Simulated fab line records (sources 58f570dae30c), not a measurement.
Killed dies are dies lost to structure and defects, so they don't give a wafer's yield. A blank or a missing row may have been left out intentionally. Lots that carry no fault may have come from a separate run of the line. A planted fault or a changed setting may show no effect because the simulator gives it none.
Which tool did it?    flow berkeley_cmos170    21 wafers from 7 lots sampled at 2 of the route's 331 steps

== WHAT THE GAUGES SHOWED, per wafer ==
UCB170_M2_RS_MEAS_02: the measuring method here is four-point-probe.
lot   measured      on             M2_AL_RS (ohm/sq)
L853  day 8 01:43   film_metro-02  0.03249 0.03226 0.03197
L859  day 9 03:49   film_metro-02  0.03242 0.03258 0.0324
L863  day 9 23:18   film_metro-04  0.01616 0.01638 0.01628
L866  day 9 23:22   film_metro-04  0.01593 0.01594 0.016
L871  day 10 20:25  film_metro-02  0.03242 0.03234 0.03226
L875  day 11 12:07  film_metro-01  0.03245 0.03248 0.03262
L874  day 11 19:57  film_metro-04  0.03263 0.03284 0.03276

== WHAT TOOL EACH LOT RAN ON (gives the tool, then ch and the chambers of the sampled wafers, and finally the start) ==
lot   UCB170_M2_SPUTTER_01
L853  pvd_sputter-04, day 8 01:38
L859  pvd_sputter-03, day 9 03:44
L863  pvd_sputter-04, day 9 22:52
L866  pvd_sputter-01, day 9 23:02
L871  pvd_sputter-01, day 10 20:19
L875  pvd_sputter-03, day 11 12:02
L874  pvd_sputter-03, day 11 19:52
- UCB170_M2_SPUTTER_01: material Al, target thk 900 nm, time 120 s.

== THE ANSWER, worked out from the rows above alone ==
Rule: the lots themselves supply what counts as usual. Put in order of their means at a reading, lots are off if they are a third of the lots or fewer, leave a main group of 4 or more, and stand apart from it by a gap of 3 or more times the standard deviation of the main group's means; of several such gaps the widest counts. Not used: any main group whose means are identical at the precision the tables above print for the reading. A lot without any number at a reading at which 4 lots or more have one is off too. All remaining lots with rows at the step are treated as sound.
Off: L863, L866, at UCB170_M2_RS_MEAS_02 (M2_AL_RS). The main group has a mean of 0.03246 ohm/sq with a standard deviation of 0.00017.
If a tool, at a process step before that reading, ran all the lots that are off and no sound lot after the first of them, it fits. Those tools and the gauges at UCB170_M2_RS_MEAS_02 are tried in the same way. Of those tried, none fits.

== WHAT WAS PUT IN BY THE SIMULATOR ==
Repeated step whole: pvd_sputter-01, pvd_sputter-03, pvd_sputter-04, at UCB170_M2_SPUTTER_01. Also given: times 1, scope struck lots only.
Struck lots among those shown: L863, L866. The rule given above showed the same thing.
